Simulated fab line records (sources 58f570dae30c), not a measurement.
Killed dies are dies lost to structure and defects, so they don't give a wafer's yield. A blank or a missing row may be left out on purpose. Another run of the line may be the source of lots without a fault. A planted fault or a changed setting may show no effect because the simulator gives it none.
A single fault, viewed from 2 desks    flow berkeley_cmos170    each desk has only its own numbers; what lay behind them comes last

## METROLOGY DESK
What the gauges read, lot by lot, whatever tool the lot ran on: means of the sampled wafers that have a number. A lot is out of limits, marked OUT, if its mean lies more than 4 standard deviations from the usual mean; the brackets give that distance.
Columns: A = PLDD_TW at UCB170_PLDD_TW_MEAS_11, usual 1009; B = cd_nm at UCB170_NLDD_CD_MEAS_06, usual 1200.3 nm; C = NLDD_OVL at UCB170_NLDD_OVL_MEAS_07, usual 4 nm
lot   first seen here  A     B       C
L803  day 8 22:38      1010  1202.4  2
L801  day 8 22:42      998   1199.4  6
L805  day 8 23:28      1010  1203.4  -1
L806  day 9 04:14      995   1201.5  6
L809  day 9 17:54      1013  1198.7  2
L813  day 10 18:29     1010  1200.8  2
L815  day 11 03:12     1000  1199.3  7
This desk found nothing out of limits on any of the 7 lots.

## THE TOOL OWNER'S DESK: implanter-04
The tool's own readings at UCB170_NLDD_IMPLANT_08, given as means over the sampled wafers that have a number, one for each lot that went through this tool. A lot is out of limits, marked OUT, if its mean lies more than 4 standard deviations from the usual mean; the brackets give that distance.
Columns: A = beam_on_s at UCB170_NLDD_IMPLANT_08, usual 10.00 s; B = rotation_deg at UCB170_NLDD_IMPLANT_08, usual -0.004 degrees
lot   first seen here  A      B
L803  day 9 00:38      10.03  -0.008
L805  day 9 01:26      10.14  179.977 (+99 or more) OUT
L806  day 9 05:36      10.10  180.003 (+99 or more) OUT
L809  day 9 20:16      9.96   179.973 (+99 or more) OUT
This desk's verdict: out of limits on L805, L806, L809, starting with L805 at day 9 01:26 (rotation_deg at UCB170_NLDD_IMPLANT_08). Within limits: L803.

## TAKEN TOGETHER
On L805, L806, L809, at day 9 01:26, an alarm was possible from the tool owner's desk.
The metrology desk saw nothing out of limits.
The metrology desk holds a record of L805, L806, L809, inside its limits.
UCB170_NLDD_IMPLANT_08 was run on implanter-04 by each of the lots named.

## WHAT THE SIMULATOR HAD PUT IN
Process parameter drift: implanter-04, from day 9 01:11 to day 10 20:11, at UCB170_NLDD_IMPLANT_08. Setting rotation_deg shifted by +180 from 0. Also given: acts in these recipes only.
Struck lots among those shown: L805, L806, L809.
Each desk's first reading out of limits, in hours after the fault started: the tool owner's desk, 0.
